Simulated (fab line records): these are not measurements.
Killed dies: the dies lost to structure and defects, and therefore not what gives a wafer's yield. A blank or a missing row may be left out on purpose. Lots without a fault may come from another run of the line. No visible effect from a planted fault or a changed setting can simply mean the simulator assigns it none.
Commonality check across tools | flow berkeley cmos170 | Lots sampled 14, wafers sampled 42

== WHAT PROMPTED THE OPENING ==
Of 14 lots, 2 have the reading M2_OVL flagged at UCB170_M2_OVL_MEAS_16. Wafers without a fault read 2 nm, standard deviation 5.6.
Rule: a lot is flagged when every wafer of it that has a number lies more than 4 standard deviations from that mean, or none has a number. All remaining lots are regarded as sound.

lot  | measured     | on         | M2_OVL (nm), wafer by wafer | flag
L342 | day 8 16:37  | overlay-02 | 2 2 12                      |
L344 | day 8 17:24  | overlay-02 | -1 -10 -6                   |
L343 | day 8 17:38  | overlay-01 | -2 12 18                    |
L345 | day 9 06:02  | overlay-01 | -4 -5 -4                    |
L346 | day 9 18:28  | overlay-01 | -1 0 1                      |
L349 | day 9 19:47  | overlay-02 | 7 0 5                       |
L347 | day 10 01:05 | overlay-02 | 1 5 2                       |
L353 | day 10 16:37 | overlay-02 | 117 114 116                 | FLAGGED
L354 | day 10 18:18 | overlay-01 | 111 109 112                 | FLAGGED
L359 | day 11 12:52 | overlay-02 | 3 1 -3                      |
L360 | day 11 14:01 | overlay-01 | -3 -1 -5                    |
L361 | day 12 12:41 | overlay-02 | -10 -4 -6                   |
L362 | day 12 13:39 | overlay-02 | -1 2 1                      |
L365 | day 13 06:19 | overlay-01 | 1 0 0                       |
The mean of the flagged lots' numbers is 113 nm, +111 nm from the usual (+20 standard deviations).

== EACH LOT AND THE TOOL IT RAN ON ==
The record keeps 1 process step preceding the reading, out of 331 steps on the route. Cell contents, in order: the tool; ch with the chambers the sampled wafers went through; the start.
lot  | flag    | UCB170_M2_EXPOSE_12
L342 |         | krf scanner-02 ch 0, day 8 15:57
L344 |         | krf scanner-01 ch 0, day 8 16:55
L343 |         | krf scanner-02 ch 0, day 8 17:08
L345 |         | krf scanner-01 ch 0, day 9 05:31
L346 |         | krf scanner-02 ch 0, day 9 17:57
L349 |         | krf scanner-02 ch 0, day 9 19:08
L347 |         | krf scanner-02 ch 0, day 10 00:34
L353 | FLAGGED | krf scanner-02 ch 0, day 10 16:07
L354 | FLAGGED | krf scanner-02 ch 0, day 10 17:48
L359 |         | krf scanner-01 ch 0, day 11 12:23
L360 |         | krf scanner-01 ch 0, day 11 13:31
L361 |         | krf scanner-01 ch 0, day 12 12:04
L362 |         | krf scanner-01 ch 0, day 12 13:08
L365 |         | krf scanner-01 ch 0, day 13 05:50
What is done by these steps:
- UCB170_M2_EXPOSE_12: exposes mask METAL2, target cd 700 nm.
- UCB170_M2_OVL_MEAS_16

== FLAGGED OVER TOTAL, TOOL BY TOOL (the gauges that took the reading come last) ==
step                  | tool           | lots run | flagged | share of the flagged lots | sound lots run after its first flagged lot
UCB170_M2_EXPOSE_12   | krf scanner-01 | 7        | 0       | none                      | -
UCB170_M2_EXPOSE_12   | krf scanner-02 | 7        | 2       | all                       | 0
UCB170_M2_OVL_MEAS_16 | overlay-01     | 6        | 1       | some                      | 2 (L360,L365)
UCB170_M2_OVL_MEAS_16 | overlay-02     | 8        | 1       | some                      | 3 (L359,L361,L362)

== WHAT THE TABLE PERMITS ==
Rows of the table that ran each flagged lot: 1, that is krf scanner-02 at UCB170_M2_EXPOSE_12.
- krf scanner-02 at UCB170_M2_EXPOSE_12 ran 7 lots, 2 of them flagged. Last sound lot L347 at day 10 00:34, first flagged lot L353 at day 10 16:07; a fault beginning in between fits.
Just one tool remains: krf scanner-02 at UCB170_M2_EXPOSE_12.

== WHAT THE SIMULATOR HAD INSERTED ==
Scanner matching overlay: krf scanner-02, from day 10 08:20 on, at UCB170_M2_EXPOSE_12. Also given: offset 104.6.
Shown lots that were struck: L353, L354. The same result came from the rule above.
